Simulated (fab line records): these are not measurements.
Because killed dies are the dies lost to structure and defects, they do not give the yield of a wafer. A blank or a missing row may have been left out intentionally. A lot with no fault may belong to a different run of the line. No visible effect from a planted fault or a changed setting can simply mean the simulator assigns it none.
A struck lot beside a sound one :: flow berkeleyCmos170 :: 15 steps out of a route of 331
Sound: wafers L315.3, L315.5, L315.6. Wafers L319.4, L319.5, L319.6 were the ones struck. Last of all comes the cause.
Per side, at each step with rows, come the tool, then ch with its chambers, and then its first start. Under that, the readings that differ: sound wafers :: struck wafers :: difference of the means :: sigmas: that difference in standard deviations of wafers without a fault.
alike: a reading whose means differ by less than 2 such deviations, as well as words and numbers matching on both sides. not compared: withheld readings; readings where some wafer has no value; bounds like >300 that might hide an equal value; numbers whose values overlap and for which the record gives no deviation.
The two part at a step that has a row with sigmas, a row that says differs or no value, or rows on one side only. Numbers that don't overlap but have no deviation are shown without sigmas and don't part them. A reading that every wafer of one side lacks parts them only if that side has two wafers or more.

first, 4 steps without rows for these wafers: UCB170_NWELL_WET_ETCH_19 (etches SiO2 in BOE, time 22 s); UCB170_PWELL_CLEAN_00 (cleans in SPM, time 600 s); UCB170_PWELL_CLEAN_01 (cleans in dHF, time 60 s); UCB170_PWELL_OXIDATION_02 (target thk 26.4 nm, ox time 1238 s).
UCB170_PWELL_THK_MEAS_03:
  sound on filmMetro-04, day 4 08:46; struck on filmMetro-03, day 5 06:17
  alike: PWELL_OXIDE_THK
then, 2 steps without rows for these wafers: UCB170_PWELL_ANNEAL_04 (time 922 s); UCB170_PWELL_CVD_05 (deposits Si3N4 from SiH2Cl2/NH3, target thk 220 nm, time 3300 s).
UCB170_PWELL_THK_MEAS_06:
  sound on filmMetro-04, day 4 17:32; struck on filmMetro-03, day 5 17:28
  alike: PWELL_NITRIDE_THK
then, 4 steps without rows for these wafers: UCB170_PWELL_HMDS_07 (prime time 60 s); UCB170_PWELL_COAT_08 (resist thk 900 nm); UCB170_PWELL_SOFTBAKE_09 (time 60 s); UCB170_PWELL_EXPOSE_10 (exposes mask PWELL, target cd 3000 nm).
UCB170_PWELL_PEB_11:
  sound on lithoTrack-03 ch 0, day 4 18:37; struck on lithoTrack-03 ch 0, day 5 18:16
reading: heaterPowerTotalW (W)
sound: 56.81 56.78 56.76
struck: 57.62 57.71 57.65
difference: +0.88
sigmas: +22

reading: plateTempC (C)
sound: 130.04 130.07 130.22
struck: 131.25 131.35 131.40
difference: +1.22
sigmas: +9
then, 2 steps without rows for these wafers: UCB170_PWELL_DEVELOP_12 (develop time 45 s); UCB170_M3_PROBE_99.

## WHERE THEY PART
Only at UCB170_PWELL_PEB_11, as far as this record shows.

WHY: what the simulator had put in
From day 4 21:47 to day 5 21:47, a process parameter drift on lithoTrack-03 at UCB170_PWELL_PEB_11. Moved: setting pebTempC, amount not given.
